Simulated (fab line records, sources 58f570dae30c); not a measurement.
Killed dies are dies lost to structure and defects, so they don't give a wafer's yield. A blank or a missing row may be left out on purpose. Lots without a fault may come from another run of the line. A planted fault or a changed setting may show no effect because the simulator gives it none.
Tool commonality check | flow berkeley_cmos170 | 13 lots, 39 wafers sampled

WHY IT WAS OPENED
At UCB170_NSD_TW_MEAS_10 the reading NSD_TW is flagged on 1 of 13 lots. Wafers without a fault read 4214, standard deviation 28.
Rule: a lot is flagged when every wafer of it that has a number lies more than 4 standard deviations from that mean, or none has a number. The other lots count as sound.

lot  | measured     | on            | NSD_TW, wafer by wafer | flag
L960 | day 6 10:16  | film_metro-02 | 4180 4198 4184         |
L961 | day 6 10:30  | film_metro-03 | 4201 4213 4208         |
L964 | day 7 10:35  | film_metro-03 | 4231 4241 4225         |
L966 | day 7 19:36  | film_metro-03 | 30 30 30               | FLAGGED
L967 | day 8 14:45  | film_metro-01 | 4215 4209 4232         |
L974 | day 9 14:37  | film_metro-01 | 4231 4273 4229         |
L976 | day 9 15:58  | film_metro-01 | 4251 4256 4246         |
L972 | day 9 16:18  | film_metro-01 | 4253 4245 4252         |
L973 | day 9 16:42  | film_metro-03 | 4202 4211 4209         |
L978 | day 10 06:29 | film_metro-02 | 4187 4192 4196         |
L979 | day 10 14:16 | film_metro-02 | 4169 4167 4194         |
L981 | day 11 06:31 | film_metro-03 | 4177 4170 4171         |
L982 | day 11 06:37 | film_metro-02 | 4190 4206 4181         |
The numbers of the flagged lots are 30 on average: -4184 against the usual, or -99 or more standard deviations.

WHICH TOOL RAN EACH LOT
The record holds 2 process steps before the reading, out of a route of 331 steps. In each cell: the tool, then ch and the chambers that the sampled wafers went through, then the start.
lot  | flag    | UCB170_PSD_STRIP_09                  | UCB170_NSD_STRIP_09
L960 |         | plasma_asher-03 ch 0,1, day 6 08:16  | plasma_asher-03 ch 0,1, day 6 10:10
L961 |         | plasma_asher-03 ch 0,1, day 6 08:30  | plasma_asher-01 ch 1, day 6 10:24
L964 |         | plasma_asher-02 ch 0,1, day 7 08:52  | plasma_asher-04 ch 0,1, day 7 10:29
L966 | FLAGGED | plasma_asher-02 ch 1, day 7 17:53    | plasma_asher-01 ch 1, day 7 19:30
L967 |         | plasma_asher-01 ch 0,1, day 8 12:04  | plasma_asher-01 ch 0,1, day 8 14:39
L974 |         | plasma_asher-03 ch 0,1, day 9 09:04  | plasma_asher-04 ch 0,1, day 9 14:31
L976 |         | plasma_asher-01 ch 1, day 9 14:04    | plasma_asher-03 ch 0,1, day 9 15:52
L972 |         | plasma_asher-03 ch 0,1, day 9 14:10  | plasma_asher-04 ch 0,1, day 9 16:13
L973 |         | plasma_asher-03 ch 0,1, day 9 14:22  | plasma_asher-01 ch 0,1, day 9 16:35
L978 |         | plasma_asher-03 ch 0,1, day 10 03:56 | plasma_asher-03 ch 0,1, day 10 06:23
L979 |         | plasma_asher-03 ch 0,1, day 10 12:27 | plasma_asher-01 ch 0,1, day 10 14:06
L981 |         | plasma_asher-02 ch 0,1, day 11 04:06 | plasma_asher-01 ch 0,1, day 11 06:25
L982 |         | plasma_asher-02 ch 0, day 11 04:26   | plasma_asher-03 ch 0,1, day 11 06:31
What these steps do:
- UCB170_PSD_STRIP_09: strips in O2.
- UCB170_NSD_STRIP_09: strips in O2.
- UCB170_NSD_TW_MEAS_10

FLAGGED OVER TOTAL, TOOL BY TOOL (the gauges that took the reading come last)
step                  | tool            | lots run | flagged | share of the flagged lots | sound lots run after its first flagged lot
UCB170_PSD_STRIP_09   | plasma_asher-01 | 2        | 0       | none                      | -
UCB170_PSD_STRIP_09   | plasma_asher-02 | 4        | 1       | all                       | 2 (L981,L982)
UCB170_PSD_STRIP_09   | plasma_asher-03 | 7        | 0       | none                      | -
UCB170_NSD_STRIP_09   | plasma_asher-01 | 6        | 1       | all                       | 4 (L967,L973,L979,L981)
UCB170_NSD_STRIP_09   | plasma_asher-03 | 4        | 0       | none                      | -
UCB170_NSD_STRIP_09   | plasma_asher-04 | 3        | 0       | none                      | -
UCB170_NSD_TW_MEAS_10 | film_metro-01   | 4        | 0       | none                      | -
UCB170_NSD_TW_MEAS_10 | film_metro-02   | 4        | 0       | none                      | -
UCB170_NSD_TW_MEAS_10 | film_metro-03   | 5        | 1       | all                       | 2 (L973,L981)

WHAT THE TABLE ALLOWS
3 rows of the table ran every flagged lot: plasma_asher-02 at UCB170_PSD_STRIP_09, plasma_asher-01 at UCB170_NSD_STRIP_09, film_metro-03 at UCB170_NSD_TW_MEAS_10.
- plasma_asher-02 at UCB170_PSD_STRIP_09: 1 of its 4 lots flagged. Sound lots ran on it after the first flagged one (L981, L982), which a lasting fault on the whole tool wouldn't allow. Its own readings lie more than 4 standard deviations out on every wafer of the flagged lots: oes_product_au.
- plasma_asher-01 at UCB170_NSD_STRIP_09: 1 of its 6 lots flagged. Sound lots ran on it after the first flagged one (L967, L973, L979, L981), which a lasting fault on the whole tool wouldn't allow. Its own readings lie more than 4 standard deviations out on every wafer of the flagged lots: oes_product_au, strip_time_to_endpoint_s.
- film_metro-03 at UCB170_NSD_TW_MEAS_10: 1 of its 5 lots flagged. Sound lots ran on it after the first flagged one (L973, L981), which a lasting fault on the whole tool wouldn't allow.
No row of the table ran every flagged lot and no sound lot after the first.

WHAT THE SIMULATOR HAD PUT IN
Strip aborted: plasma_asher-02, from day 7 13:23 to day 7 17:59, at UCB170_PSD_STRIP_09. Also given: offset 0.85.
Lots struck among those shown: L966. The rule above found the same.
